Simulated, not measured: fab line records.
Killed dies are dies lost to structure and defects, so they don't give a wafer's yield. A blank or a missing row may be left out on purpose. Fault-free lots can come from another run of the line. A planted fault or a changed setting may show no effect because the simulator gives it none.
The tool behind it: which one? | flow rit cmos | 45 wafers from 15 lots sampled at 5 of the route's 202 steps

WHAT THE GAUGES SHOWED, per wafer
RIT_FOX2_THK_MEAS_91. Usual: for FIELD_OXIDE_LEFT_2_THK the level is 255 nm and the standard deviation is 7.2.
lot  | measured    | on            | FIELD_OXIDE_LEFT_2_THK (nm) | flag
L906 | day 2 07:52 | film metro-03 | 253 253 245                 |
L907 | day 2 13:02 | film metro-01 | 249 250 249                 |
L908 | day 2 18:32 | film metro-04 | 260 263 262                 |
L909 | day 3 00:17 | film metro-04 | 260 262 263                 |
L910 | day 3 04:27 | film metro-03 | 263 259 264                 |
L912 | day 3 13:34 | film metro-01 | 263 260 261                 |
L914 | day 4 00:46 | film metro-03 | 257 249 255                 |
L920 | day 5 06:34 | film metro-03 | 261 256 260                 |
L921 | day 5 10:38 | film metro-03 | 266 264 272                 |
L922 | day 5 17:30 | film metro-01 | 270 266 266                 |
L923 | day 5 21:23 | film metro-03 | 258 255 257                 |
L924 | day 6 02:44 | film metro-04 | 261 253 253                 |
L925 | day 6 07:45 | film metro-03 | 256 247 249                 |
L926 | day 6 13:12 | film metro-03 | 243 242 241                 |
L928 | day 7 00:58 | film metro-01 | 247 244 253                 |

RIT_REOX_THK_MEAS_04. Usual: for REOX_OXIDE_THK the level is 25.3 nm and the standard deviation is 0.51.
lot  | measured    | on            | REOX_OXIDE_THK (nm) | flag
L906 | day 2 15:40 | film metro-04 | 25.6 26.0 25.4      |
L907 | day 3 03:01 | film metro-01 | 40.1 39.9 39.8      | OFF
L908 | day 3 02:57 | film metro-01 | 25.7 25.8 25.2      |
L909 | day 3 11:38 | film metro-01 | 40.4 40.1 40.5      | OFF
L910 | day 3 15:57 | film metro-02 | 25.5 25.6 25.5      |
L912 | day 3 21:21 | film metro-04 | 24.7 24.7 24.5      |
L914 | day 4 12:44 | film metro-04 | 40.1 38.9 40.1      | OFF
L920 | day 5 14:11 | film metro-04 | 25.5 25.6 25.2      |
L921 | day 5 20:16 | film metro-01 | 24.9 25.3 25.2      |
L922 | day 6 03:06 | film metro-01 | 25.2 25.3 25.1      |
L923 | day 6 06:32 | film metro-04 | 24.9 24.6 24.7      |
L924 | day 6 13:39 | film metro-04 | 25.2 25.1 25.1      |
L925 | day 6 19:36 | film metro-02 | 25.4 25.4 25.1      |
L926 | day 6 23:32 | film metro-01 | 25.5 25.7 25.3      |
L928 | day 7 10:37 | film metro-04 | 26.2 26.5 26.3      |

RIT_NLDD_TW_MEAS_10. Usual: for NLDD_TW the level is 2478 and the standard deviation is 14.
lot  | measured    | on            | NLDD_TW        | flag
L906 | day 2 17:05 | film metro-02 | 2494 2493 2506 |
L907 | day 3 04:36 | film metro-01 | 2467 2457 2467 |
L908 | day 3 04:30 | film metro-02 | 2496 2495 2474 |
L909 | day 3 13:21 | film metro-01 | 2470 2465 2453 |
L910 | day 3 17:22 | film metro-02 | 2499 2480 2488 |
L912 | day 3 22:54 | film metro-02 | 2497 2496 2494 |
L914 | day 4 15:02 | film metro-02 | 2482 2487 2499 |
L920 | day 5 15:41 | film metro-01 | 2461 2469 2480 |
L921 | day 5 21:41 | film metro-01 | 2469 2476 2467 |
L922 | day 6 04:31 | film metro-03 | 2470 2459 2455 |
L923 | day 6 08:05 | film metro-03 | 2459 2473 2472 |
L924 | day 6 15:12 | film metro-01 | 2478 2476 2488 |
L925 | day 6 21:09 | film metro-02 | 2501 2506 2496 |
L926 | day 7 01:07 | film metro-02 | 2495 2469 2494 |
L928 | day 7 12:10 | film metro-02 | 2481 2493 2484 |

RIT_CONTACT_OVL_MEAS_09. Usual: for CONTACT_OVL the level is 0.6 nm and the standard deviation is 1.7.
lot  | measured    | on         | CONTACT_OVL (nm) | flag
L906 | day 3 02:59 | overlay-02 | 2.3 3.5 2.4      |
L907 | day 3 15:23 | overlay-02 | 2.2 2.4 3.1      |
L908 | day 3 15:15 | overlay-02 | 1.5 0.8 0.1      |
L909 | day 4 00:48 | overlay-01 | -0.6 -1.0 -1.3   |
L910 | day 4 03:22 | overlay-02 | 1.8 2.7 1.6      |
L912 | day 4 08:41 | overlay-02 | 0.5 -0.2 -1.2    |
L914 | day 5 01:46 | overlay-02 | -0.1 -1.3 0.0    |
L920 | day 6 02:38 | overlay-01 | -0.3 2.2 0.3     |
L921 | day 6 10:23 | overlay-02 | -0.5 0.7 -0.5    |
L922 | day 6 16:57 | overlay-01 | 3.3 5.3 1.8      |
L923 | day 6 21:41 | overlay-01 | -1.8 -2.0 -4.8   |
L924 | day 7 03:01 | overlay-02 | 0.7 -0.3 0.3     |
L925 | day 7 09:38 | overlay-01 | 1.3 -0.5 1.7     |
L926 | day 7 12:50 | overlay-02 | -0.3 0.5 0.2     |
L928 | day 8 05:44 | overlay-01 | 0.3 -0.5 -1.3    |

WHICH TOOL RAN EACH LOT (tool, then ch and the chambers of the sampled wafers, then the start)
lot  | RIT_REOX_OXIDATION_03
L906 | furnace-03 ch 0, day 2 13:05
L907 | furnace-04 ch 0, day 2 18:08 and furnace-03 ch 0, day 3 00:24
L908 | furnace-03 ch 0, day 3 00:24
L909 | furnace-04 ch 0, day 3 06:16
L910 | furnace-04 ch 0, day 3 13:24
L912 | furnace-02 ch 0, day 3 18:47
L914 | furnace-04 ch 0, day 4 06:44 and furnace-02 ch 0, day 4 10:11
L920 | furnace-03 ch 0, day 5 11:38
L921 | furnace-03 ch 0, day 5 17:42
L922 | furnace-03 ch 0, day 6 00:32
L923 | furnace-02 ch 0, day 6 03:58
L924 | furnace-04 ch 0, day 6 11:05
L925 | furnace-02 ch 0, day 6 17:03
L926 | furnace-02 ch 0, day 6 20:59
L928 | furnace-02 ch 0, day 7 08:03
- RIT_REOX_OXIDATION_03: target thk 25.2 nm, ox time 5580 s.

WHAT THE TOOLS THEMSELVES READ (means of the sampled wafers that have a number; where no wafer has one, the mark that the record gives instead)
RIT_REOX_OXIDATION_03. Usual: tube center temp C at 900.01 C, with a standard deviation of 0.077.
lot  | tool                  | tube center temp C (C) | flag
L906 | furnace-03            | 900.04                 |
L907 | furnace-04/furnace-03 | 899.99                 |
L908 | furnace-03            | 899.99                 |
L909 | furnace-04            | 900.00                 |
L910 | furnace-04            | 900.01                 |
L912 | furnace-02            | 899.93                 |
L914 | furnace-04/furnace-02 | 900.04                 |
L920 | furnace-03            | 899.92                 |
L921 | furnace-03            | 900.00                 |
L922 | furnace-03            | 900.03                 |
L923 | furnace-02            | 900.01                 |
L924 | furnace-04            | 900.03                 |
L925 | furnace-02            | 899.97                 |
L926 | furnace-02            | 900.12                 |
L928 | furnace-02            | 899.99                 |

THE ANSWER, worked out from the rows above alone
Rule: take the mean of a lot's wafers that have a number; if it is more than 3 standard deviations from the usual mean, the lot is off. A lot without any number at a reading at which 4 lots or more have one is off too. Where the step has rows for the other lots, those lots are counted as sound. Order of review: gauges by route order, followed by the tools' own readings, for which a lot's mean as printed above is used. At the first step where some lot is off, the reading lying furthest off is the one used; lots without a number count as furthest.
Off: L907, L909, L914, at RIT_REOX_THK_MEAS_04 (REOX_OXIDE_THK).
A tool fits if, at a process step before that reading, it ran every lot that is off, and no sound lot after the first of them. Gauges at RIT_REOX_THK_MEAS_04: tried the same way as those tools. Not one of the candidates tried fits.

WHAT THE SIMULATOR PUT IN
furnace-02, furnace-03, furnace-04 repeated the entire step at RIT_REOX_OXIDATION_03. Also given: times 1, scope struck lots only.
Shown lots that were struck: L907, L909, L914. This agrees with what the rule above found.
